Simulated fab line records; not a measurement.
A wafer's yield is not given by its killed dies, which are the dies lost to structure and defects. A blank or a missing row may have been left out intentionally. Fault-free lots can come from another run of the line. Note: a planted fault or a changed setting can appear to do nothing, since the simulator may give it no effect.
Which tool is to blame? :: flow berkeley_cmos170 :: 21 wafers from 7 lots sampled at 2 of the route's 331 steps

WHAT THE GAUGES SHOWED, per wafer
UCB170_ACTIVE_CD_MEAS_13: target cd 1200 nm.
lot: L241
measured: day 4 08:32
on: cd_sem-01
cd_nm (nm): 1202.6 1199.9 1199.4

lot: L243
measured: day 4 20:34
on: cd_sem-02
cd_nm (nm): 1199.9 1200.2 1199.5

lot: L246
measured: day 5 10:46
on: cd_sem-02
cd_nm (nm): 1201.5 1201.1 1202.0

lot: L248
measured: day 6 00:07
on: cd_sem-02
cd_nm (nm): 1198.3 1198.9 1199.5

lot: L249
measured: day 6 13:36
on: cd_sem-01
cd_nm (nm): 1202.0 1202.8 1202.2

lot: L252
measured: day 6 22:49
on: cd_sem-02
cd_nm (nm): 1199.8 1200.9 1201.3

lot: L254
measured: day 7 07:14
on: cd_sem-01
cd_nm (nm): 1199.3 1199.6 1200.0

WHICH TOOL RAN EACH LOT (tool, then ch and the chambers of the sampled wafers, then the start)
lot: L241
UCB170_NWELL_STRIP_15: plasma_asher-02 ch 0,1, day 2 09:23

lot: L243
UCB170_NWELL_STRIP_15: plasma_asher-04 ch 0,1, day 2 21:50

lot: L246
UCB170_NWELL_STRIP_15: plasma_asher-02 ch 0,1, day 3 13:30

lot: L248
UCB170_NWELL_STRIP_15: plasma_asher-04 ch 0,1, day 4 00:16

lot: L249
UCB170_NWELL_STRIP_15: plasma_asher-01 ch 0,1, day 4 11:57

lot: L252
UCB170_NWELL_STRIP_15: plasma_asher-02 ch 0,1, day 5 00:47

lot: L254
UCB170_NWELL_STRIP_15: plasma_asher-01 ch 0, day 5 10:06
- UCB170_NWELL_STRIP_15: strips in O2.

THE ANSWER, worked out from the rows above alone
Rule: usual is defined by the lots themselves. Put in order of their means at a reading, lots are off if they are a third of the lots or fewer, leave a main group of 4 or more, and stand apart from it by a gap of 3 or more times the standard deviation of the main group's means; of several such gaps the widest counts. A main group whose means are all the same, to the digits that the tables above print for the reading, isn't used. A lot without any number at a reading at which 4 lots or more have one is off too. The other lots that the step has rows for count as sound.
Nothing can be told from this: no lot is off at any reading shown.

WHAT HAD BEEN PUT IN BY THE SIMULATOR
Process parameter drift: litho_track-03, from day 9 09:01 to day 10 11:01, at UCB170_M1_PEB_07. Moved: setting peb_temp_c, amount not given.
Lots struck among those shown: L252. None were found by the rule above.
